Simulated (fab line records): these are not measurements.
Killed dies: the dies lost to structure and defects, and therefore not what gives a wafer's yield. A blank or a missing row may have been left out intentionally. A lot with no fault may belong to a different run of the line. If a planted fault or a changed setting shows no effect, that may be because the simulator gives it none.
A lot that was struck, set against a sound lot ; flow berkeley-cmos170 ; 14 steps out of a route of 331
Sound: the wafers L122.3, L122.5, L122.6. Wafers struck: L116.1, L116.2, L116.4. At the end, the cause is stated.
Per side, at each step with rows, come the tool, then ch with its chambers, and then its first start. Under that, the readings that differ: sound wafers ; struck wafers ; difference of the means ; sigmas: that difference in standard deviations of wafers without a fault.
alike: words and numbers the same on both sides, and readings whose means are apart by under 2 such deviations; not compared: readings that were withheld, readings missing a value for some wafer, numbers with overlapping values and no deviation given by the record, and bounds like >300 which may hide the same value.
The two part at a step that has a row with sigmas, a row that says differs or no value, or rows on one side only. Numbers that don't overlap but have no deviation are shown without sigmas and don't part them. A reading missing from all wafers of one side parts the sides only when that side holds two or more wafers.

first, 1 step without rows for these wafers: UCB170_PSD_DEVELOP_05 (develop time 45 s).
UCB170_PSD_CD_MEAS_06 targets a cd of 1200 nm.
  sound on cd-sem-01, day 11 02:35; struck on cd-sem-02, day 9 14:46
  alike: cd-nm
UCB170_PSD_OVL_MEAS_07:
  sound on overlay-02, day 11 02:41; struck on overlay-01, day 9 14:53
  alike: PSD_OVL
following that, these wafers have no rows for 1 step: UCB170_PSD_IMPLANT_08.
UCB170_PSD_STRIP_09: strips in O2.
  sound on plasma-asher-01 ch 0,1, day 11 02:53; struck on plasma-asher-01 ch 0,1, day 9 15:05
  alike: drypump-motor-current-A, oes-product-au, strip-time-to-endpoint-s
  not compared: rf-hours-counter-h
UCB170_PSD_TW_MEAS_10:
  sound on film-metro-04, day 11 02:58; struck on film-metro-02, day 9 15:11
  alike: PSD_TW
then, 6 steps without rows for these wafers: UCB170_PSD_CLEAN_11 (cleans in SPM, time 600 s); UCB170_NSD_HMDS_00 (prime time 60 s); UCB170_NSD_COAT_01 (resist thk 900 nm); UCB170_NSD_SOFTBAKE_02 (time 60 s); UCB170_NSD_EXPOSE_03 (exposes mask NSELECT MOD, target cd 1200 nm); UCB170_NSD_PEB_04.
UCB170_NSD_DEVELOP_05: develop time 45 s.
  sound on litho-track-01 ch 0, day 11 04:00; struck on litho-track-04, day 9 16:00
  no value came back on the struck wafers for chill-plate-temp-C (C), develop-time-s (s); on the sound wafers chill-plate-temp-C (C) reads 22.91 22.84 22.79
reading;sound;struck;difference;sigmas
model.KrF_of_NSD_COAT_01.thk-nm (nm);887.5 886.5 885.9;899.4 899.3 901.2;+13.3;
UCB170_NSD_CD_MEAS_06 targets a cd of 1200 nm.
  sound on cd-sem-02, day 11 04:11; struck on cd-sem-01, day 9 16:34
reading;sound;struck;difference;sigmas
cd-nm (nm);1199.3 1199.0 1197.4;- - -;no value on the struck wafers;

== WHERE THEY PART ==
Last at UCB170_NSD_CD_MEAS_06 as far as this record goes, first at UCB170_NSD_DEVELOP_05.

WHY: what the simulator had put in
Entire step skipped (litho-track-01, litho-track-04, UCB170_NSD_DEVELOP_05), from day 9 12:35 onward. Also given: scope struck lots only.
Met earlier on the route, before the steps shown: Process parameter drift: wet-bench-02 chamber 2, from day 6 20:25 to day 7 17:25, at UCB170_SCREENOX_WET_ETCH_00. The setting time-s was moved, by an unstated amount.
